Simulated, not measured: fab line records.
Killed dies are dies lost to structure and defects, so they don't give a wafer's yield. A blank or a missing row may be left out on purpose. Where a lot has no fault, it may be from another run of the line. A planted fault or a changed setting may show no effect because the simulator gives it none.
One fault seen from 2 desks | flow rit cmos | what lay behind the numbers comes last; until then each desk has only its own

## FOR THE TOOL OWNER'S DESK: litho track-01
The tool's own readings at RIT_M1_COAT_04 (resist thk 1300 nm): means of the sampled wafers that have a number, for each lot that ran on this tool. If a lot's mean is further than 4 standard deviations from the usual mean, the lot is out of limits and carries the mark OUT (the distance appears in the brackets).
Columns: A = resist line temp C at RIT_M1_COAT_04, usual 23.01 C
lot  | first seen here | A
L703 | day 4 10:47     | 23.01
L708 | day 5 11:52     | 22.97
L710 | day 5 23:17     | 23.03
This desk found nothing out of limits on any of the 3 lots.

## AT THE METROLOGY DESK
What the gauges read, lot by lot, whatever tool the lot ran on: means of the sampled wafers that have a number. If a lot's mean is further than 4 standard deviations from the usual mean, the lot is out of limits and carries the mark OUT (the distance appears in the brackets).
Columns: A = cd nm at RIT_M1_CD_MEAS_09, usual 2599.3 nm
lot  | first seen here | A
L699 | day 3 10:59     | 2600.4
L700 | day 3 16:01     | 2600.8
L701 | day 3 18:04     | 2597.7
L703 | day 4 11:31     | 2600.0
L704 | day 4 19:25     | 2597.3
L708 | day 5 12:49     | 2601.9
L710 | day 6 00:08     | 2607.6
L714 | day 6 13:01     | 2601.5
L715 | day 6 19:36     | 2594.4
L716 | day 7 01:31     | 2600.9
L719 | day 7 19:57     | 2596.5
L720 | day 8 00:17     | 2599.6
L721 | day 8 06:00     | 2602.0
This desk found nothing out of limits on any of the 13 lots.

## TAKEN TOGETHER
Nothing out of limits was seen by the tool owner's desk.
Metrology desk: nothing out of limits seen.

## WHAT WAS PUT IN BY THE SIMULATOR
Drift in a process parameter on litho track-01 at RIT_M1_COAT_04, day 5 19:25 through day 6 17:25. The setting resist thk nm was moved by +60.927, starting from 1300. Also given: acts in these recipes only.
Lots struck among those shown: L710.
